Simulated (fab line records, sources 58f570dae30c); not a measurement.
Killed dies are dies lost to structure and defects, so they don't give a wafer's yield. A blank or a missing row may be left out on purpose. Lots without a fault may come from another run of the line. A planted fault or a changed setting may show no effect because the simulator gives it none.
Which tool did it? | flow berkeley_cmos170 | 14 lots, 42 wafers sampled, at 4 steps of a route of 331

WHAT THE GAUGES READ, wafer by wafer
UCB170_NWELL_TW_MEAS_16.
lot  | measured    | on            | NWELL_TW
L636 | day 2 10:38 | film_metro-02 | 1253 1253 1257
L638 | day 2 21:32 | film_metro-02 | 1253 1250 1248
L637 | day 2 21:19 | film_metro-03 | 1244 1246 1245
L639 | day 3 05:45 | film_metro-02 | 1260 1256 1255
L641 | day 3 12:36 | film_metro-02 | 1248 1259 1263
L642 | day 3 16:10 | film_metro-02 | 1255 1260 1255
L645 | day 4 02:10 | film_metro-02 | 1245 1247 1248
L653 | day 5 20:48 | film_metro-03 | 1239 1243 1242
L655 | day 6 12:45 | film_metro-02 | 1258 1258 1261
L656 | day 6 18:37 | film_metro-02 | 1262 1261 1269
L657 | day 7 03:16 | film_metro-02 | 1246 1255 1249
L659 | day 7 11:52 | film_metro-01 | 1263 1268 1264

UCB170_GATE_CD_MEAS_90: target cd 350 nm.
lot  | measured     | on        | cd_nm (nm)
L636 | day 6 21:14  | cd_sem-01 | 349.2 350.1 350.4
L638 | day 6 21:14  | cd_sem-02 | 350.4 350.1 349.0
L637 | day 6 21:42  | cd_sem-01 | 351.6 351.6 351.8
L639 | day 7 21:58  | cd_sem-01 | 352.8 351.9 351.6
L641 | day 7 22:08  | cd_sem-01 | 351.6 353.3 349.8
L642 | day 7 21:34  | cd_sem-02 | 350.4 349.0 349.2
L645 | day 8 15:29  | cd_sem-01 | 351.7 350.0 349.7
L653 | day 10 15:23 | cd_sem-01 | 348.6 349.3 349.6
L655 | day 11 03:22 | cd_sem-02 | 352.1 351.7 350.4
L656 | day 11 03:07 | cd_sem-01 | 350.6 350.8 351.0
L657 | day 11 22:52 | cd_sem-01 | 348.8 349.9 349.1
L659 | day 11 22:37 | cd_sem-01 | 349.7 350.1 350.8

WHICH TOOL RAN EACH LOT (tool, then ch and the chambers of the sampled wafers, then the start)
lot  | UCB170_ZERO_ETCH_06               | UCB170_ZERO_STRIP_07
L636 | rie_diel-01 ch 0,3, day 1 19:58   | plasma_asher-01 ch 0,1, day 1 20:01
L638 | rie_diel-01 ch 1,2,3, day 2 04:23 | plasma_asher-02 ch 0,1, day 2 04:25
L637 | rie_diel-02 ch 0,3, day 2 04:54   | plasma_asher-03 ch 0,1, day 2 04:58
L639 | rie_diel-02 ch 1,2, day 2 12:28   | plasma_asher-03 ch 0,1, day 2 12:31
L641 | rie_diel-04 ch 1,2,3, day 2 20:35 | plasma_asher-03 ch 0,1, day 2 20:36
L642 | rie_diel-01 ch 0,1,3, day 3 05:12 | plasma_asher-01 ch 0,1, day 3 05:13
L643 | rie_diel-01 ch 0,1,3, day 3 09:12 | plasma_asher-03 ch 1, day 3 09:13
L644 | rie_diel-04 ch 2,3, day 3 09:55   | plasma_asher-01 ch 0, day 3 09:56
L645 | rie_diel-01 ch 0,1,3, day 3 14:41 | plasma_asher-03 ch 0,1, day 3 14:42
L653 | rie_diel-01 ch 0,2,3, day 5 07:56 | plasma_asher-01 ch 0,1, day 5 07:58
L655 | rie_diel-04 ch 0,2,3, day 5 19:59 | plasma_asher-02 ch 0,1, day 5 20:01
L656 | rie_diel-01 ch 0,3, day 5 23:56   | plasma_asher-02 ch 0,1, day 6 00:00
L657 | rie_diel-02 ch 0,2, day 6 07:48   | plasma_asher-01 ch 0,1, day 6 07:49
L659 | rie_diel-04 ch 2,3, day 6 23:47   | plasma_asher-03 ch 0, day 6 23:48
- UCB170_ZERO_ETCH_06: etches SiO2 in CHF3/CF4/Ar, time 12 s.
- UCB170_ZERO_STRIP_07: strips in O2.

WHAT THE TOOLS THEMSELVES READ (means of the sampled wafers that have a number; where no wafer has one, the mark that the record gives instead)
UCB170_ZERO_ETCH_06.
lot  | tool        | CHF3_flow_sccm (sccm) | cf4_flow_sccm (sccm) | drypump_motor_current_A (A) | oes_product_au (a.u.) | throttle_valve_pct (%)
L636 | rie_diel-01 | 49.94                 | 10.028               | 5.0                         | 0.619                 | 9.26
L638 | rie_diel-01 | 50.16                 | 10.011               | 5.7                         | 0.620                 | 9.22
L637 | rie_diel-02 | 50.17                 | 9.996                | 5.6                         | 0.619                 | 9.24
L639 | rie_diel-02 | 49.96                 | 9.956                | 5.5                         | 0.613                 | 9.29
L641 | rie_diel-04 | 50.10                 | 9.993                | 5.7                         | 0.622                 | 9.19
L642 | rie_diel-01 | 50.00                 | 9.978                | 5.3                         | 0.618                 | 9.25
L643 | rie_diel-01 | -                     | -                    | -                           | -                     | -
L644 | rie_diel-04 | -                     | -                    | -                           | -                     | -
L645 | rie_diel-01 | 50.11                 | 10.024               | 5.3                         | 0.626                 | 9.25
L653 | rie_diel-01 | 49.96                 | 10.013               | 5.4                         | 0.613                 | 9.25
L655 | rie_diel-04 | 49.88                 | 10.017               | 5.7                         | 0.620                 | 9.16
L656 | rie_diel-01 | 50.01                 | 10.022               | 5.2                         | 0.618                 | 9.25
L657 | rie_diel-02 | 49.83                 | 9.994                | 5.3                         | 0.609                 | 9.24
L659 | rie_diel-04 | 50.09                 | 10.007               | 5.7                         | 0.625                 | 9.13

UCB170_ZERO_STRIP_07.
lot  | tool            | drypump_motor_current_A (A) | oes_product_au (a.u.) | strip_time_to_endpoint_s (s)
L636 | plasma_asher-01 | 6.15                        | 0.724                 | 21.46
L638 | plasma_asher-02 | 6.06                        | 0.727                 | 21.51
L637 | plasma_asher-03 | 5.97                        | 0.727                 | 21.47
L639 | plasma_asher-03 | 5.97                        | 0.730                 | 21.51
L641 | plasma_asher-03 | 5.97                        | 0.726                 | 21.41
L642 | plasma_asher-01 | 6.09                        | 0.728                 | 21.48
L643 | plasma_asher-03 | 5.98                        | 0.735                 | 21.71
L644 | plasma_asher-01 | 5.96                        | 0.733                 | 21.62
L645 | plasma_asher-03 | 5.97                        | 0.731                 | 21.48
L653 | plasma_asher-01 | 6.14                        | 0.723                 | 21.46
L655 | plasma_asher-02 | 6.23                        | 0.727                 | 21.36
L656 | plasma_asher-02 | 6.06                        | 0.724                 | 21.37
L657 | plasma_asher-01 | 6.04                        | 0.727                 | 21.43
L659 | plasma_asher-03 | 5.96                        | 0.728                 | 21.44

THE ANSWER, worked out from the rows above alone
Rule: what is usual is taken from the lots themselves. Put in order of their means at a reading, lots are off if they are a third of the lots or fewer, leave a main group of 4 or more, and stand apart from it by a gap of 3 or more times the standard deviation of the main group's means; of several such gaps the widest counts. A main group whose means are all the same, to the digits that the tables above print for the reading, isn't used. A lot without any number at a reading at which 4 lots or more have one is off too. The other lots that the step has rows for count as sound. The gauges are gone through in route order, then the tools' own readings, and for those a lot's mean is taken as printed above. The first step at which some lot is off is used, and at that step the reading that is off furthest; a lot without a number counts as furthest.
Off: L643, L644, at UCB170_ZERO_ETCH_06 (CHF3_flow_sccm). Without a number there: L643, L644. The main group: mean 50.02 sccm, standard deviation 0.1.
A tool fits if, at that step or a process step before it, it ran every lot that is off, and no sound lot after the first of them. None of those tried fits.

WHAT THE SIMULATOR HAD PUT IN
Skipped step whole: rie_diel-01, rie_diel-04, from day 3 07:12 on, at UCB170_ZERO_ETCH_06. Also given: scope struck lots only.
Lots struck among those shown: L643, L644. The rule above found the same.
